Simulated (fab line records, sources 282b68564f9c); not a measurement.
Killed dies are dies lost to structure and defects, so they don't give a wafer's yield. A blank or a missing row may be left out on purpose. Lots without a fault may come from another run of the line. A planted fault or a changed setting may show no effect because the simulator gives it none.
Tool commonality check | flow rit_cmos | 14 lots, 48 wafers sampled

WHY IT WAS OPENED
At RIT_SPACER_THK_MEAS_04 the reading SPACER_NITRIDE_THK is flagged on 2 of 14 lots. Wafers without a fault read 244.1 nm, standard deviation 2.1.
Rule: a lot is flagged when every wafer of it that has a number lies more than 4 standard deviations from that mean, or none has a number. The other lots count as sound.

lot  | measured    | on            | SPACER_NITRIDE_THK (nm), wafer by wafer | flag
L766 | day 3 08:50 | film_metro-02 | 244.4 246.5 246.4                       |
L767 | day 3 10:31 | film_metro-02 | 244.0 244.5 243.0                       |
L768 | day 3 14:40 | film_metro-01 | 241.3 243.2 243.9                       |
L769 | day 3 22:43 | film_metro-03 | 243.2 245.0 249.3                       |
L770 | day 4 02:23 | film_metro-03 | 244.5 242.2 242.6                       |
L773 | day 4 17:40 | film_metro-01 | 241.3 243.6 241.2                       |
L774 | day 4 19:01 | film_metro-03 | 246.7 248.5 247.3                       |
L775 | day 5 06:05 | film_metro-03 | 244.6 243.2 243.1                       |
L777 | day 5 09:19 | film_metro-03 | 247.2 248.2 246.0                       |
L778 | day 5 20:47 | film_metro-01 | 247.5 248.0 248.9                       |
L781 | day 6 12:35 | film_metro-03 | 242.3 241.1 242.1                       |
L783 | day 6 20:23 | film_metro-02 | 404.2 404.2 403.8 404.0 404.3 404.0     | FLAGGED
L785 | day 7 02:52 | film_metro-02 | 243.4 244.8 243.9                       |
L786 | day 7 07:52 | film_metro-03 | 404.4 403.3 403.1 404.6 403.4 403.5     | FLAGGED
The numbers of the flagged lots are 403.9 nm on average: +159.8 nm against the usual, or +76 standard deviations.

WHICH TOOL RAN EACH LOT
The record holds 1 process step before the reading, out of a route of 202 steps. In each cell: the tool, then ch and the chambers that the sampled wafers went through, then the start.
lot  | flag    | RIT_SPACER_CVD_03
L766 |         | lpcvd-02 ch 1, day 3 06:55
L767 |         | lpcvd-01 ch 1, day 3 07:38
L768 |         | lpcvd-01 ch 0, day 3 12:44
L769 |         | lpcvd-01 ch 0, day 3 20:47
L770 |         | lpcvd-02 ch 1, day 4 00:28
L773 |         | lpcvd-01 ch 0, day 4 15:44
L774 |         | lpcvd-02 ch 1, day 4 17:06
L775 |         | lpcvd-02 ch 1, day 5 04:08
L777 |         | lpcvd-01 ch 1, day 5 06:27
L778 |         | lpcvd-01 ch 1, day 5 18:53
L781 |         | lpcvd-01 ch 0, day 6 10:40
L783 | FLAGGED | lpcvd-02 ch 1, day 6 18:27
L785 |         | lpcvd-01 ch 1, day 7 00:56
L786 | FLAGGED | lpcvd-02 ch 0, day 7 05:56
What these steps do:
- RIT_SPACER_CVD_03: deposits Si3N4 from SiH2Cl2/NH3, target thk 250 nm, time 3232 s.
- RIT_SPACER_THK_MEAS_04

FLAGGED OVER TOTAL, TOOL BY TOOL (the gauges that took the reading come last)
step                   | tool          | lots run | flagged | share of the flagged lots | sound lots run after its first flagged lot
RIT_SPACER_CVD_03      | lpcvd-01      | 8        | 0       | none                      | -
RIT_SPACER_CVD_03      | lpcvd-02      | 6        | 2       | all                       | 0
RIT_SPACER_THK_MEAS_04 | film_metro-01 | 3        | 0       | none                      | -
RIT_SPACER_THK_MEAS_04 | film_metro-02 | 4        | 1       | some                      | 1 (L785)
RIT_SPACER_THK_MEAS_04 | film_metro-03 | 7        | 1       | some                      | 0

WHAT THE TABLE ALLOWS
1 row of the table ran every flagged lot: lpcvd-02 at RIT_SPACER_CVD_03.
- lpcvd-02 at RIT_SPACER_CVD_03: 2 of its 6 lots flagged. Its last sound lot is L775 (day 5 04:08), its first flagged lot L783 (day 6 18:27): a fault that began between those two fits.
One tool is left: lpcvd-02 at RIT_SPACER_CVD_03.

WHAT THE SIMULATOR HAD PUT IN
Process parameter drift: lpcvd-02, from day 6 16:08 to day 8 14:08, at RIT_SPACER_CVD_03. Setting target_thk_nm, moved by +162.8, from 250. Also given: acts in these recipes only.
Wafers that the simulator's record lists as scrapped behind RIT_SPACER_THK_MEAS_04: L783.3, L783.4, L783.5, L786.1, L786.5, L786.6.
Lots struck among those shown: L783, L786. The rule above found the same.
